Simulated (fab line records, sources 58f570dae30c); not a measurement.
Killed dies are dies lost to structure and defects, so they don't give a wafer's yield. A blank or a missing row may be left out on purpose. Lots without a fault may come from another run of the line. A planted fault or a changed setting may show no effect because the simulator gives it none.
Which tool did it? | flow berkeley_cmos170 | 7 lots, 21 wafers sampled, at 3 steps of a route of 331

WHAT THE GAUGES READ, wafer by wafer
UCB170_NWELL_TW_MEAS_16.
lot  | measured    | on            | NWELL_TW
L704 | day 2 12:04 | film_metro-02 | 1247 1242 1248
L708 | day 3 06:50 | film_metro-01 | 1257 1257 1254
L714 | day 4 20:39 | film_metro-02 | 1248 1253 1255
L716 | day 4 22:55 | film_metro-01 | 1245 1250 1248
L720 | day 5 23:25 | film_metro-01 | 1250 1252 1247
L723 | day 6 15:58 | film_metro-04 | 1247 1241 1241
L725 | day 7 00:51 | film_metro-02 | 1253 1246 1249

WHICH TOOL RAN EACH LOT (tool, then ch and the chambers of the sampled wafers, then the start)
lot  | UCB170_ZERO_HMDS_00              | UCB170_ZERO_STRIP_07
L704 | litho_track-01 ch 0, day 1 21:52 | plasma_asher-03 ch 0,1, day 1 22:52
L708 | litho_track-01 ch 0, day 2 18:13 | plasma_asher-03 ch 0,1, day 2 19:47
L714 | litho_track-03 ch 0, day 4 05:06 | plasma_asher-01 ch 0,1, day 4 05:56
L716 | litho_track-03 ch 0, day 4 10:19 | plasma_asher-03 ch 0,1, day 4 11:26
L720 | litho_track-01 ch 0, day 5 07:50 | plasma_asher-03 ch 0,1, day 5 08:48
L723 | litho_track-01 ch 0, day 6 02:08 | plasma_asher-01 ch 0,1, day 6 03:19
L725 | litho_track-02 ch 0, day 6 10:01 | plasma_asher-03 ch 0, day 6 10:59
- UCB170_ZERO_HMDS_00: prime time 60 s.
- UCB170_ZERO_STRIP_07: strips in O2.

THE ANSWER, worked out from the rows above alone
Rule: what is usual is taken from the lots themselves. Put in order of their means at a reading, lots are off if they are a third of the lots or fewer, leave a main group of 4 or more, and stand apart from it by a gap of 3 or more times the standard deviation of the main group's means; of several such gaps the widest counts. A main group whose means are all the same, to the digits that the tables above print for the reading, isn't used. A lot without any number at a reading at which 4 lots or more have one is off too. The other lots that the step has rows for count as sound.
No lot is off at any reading shown: from this, nothing can be told.

WHAT THE SIMULATOR HAD PUT IN
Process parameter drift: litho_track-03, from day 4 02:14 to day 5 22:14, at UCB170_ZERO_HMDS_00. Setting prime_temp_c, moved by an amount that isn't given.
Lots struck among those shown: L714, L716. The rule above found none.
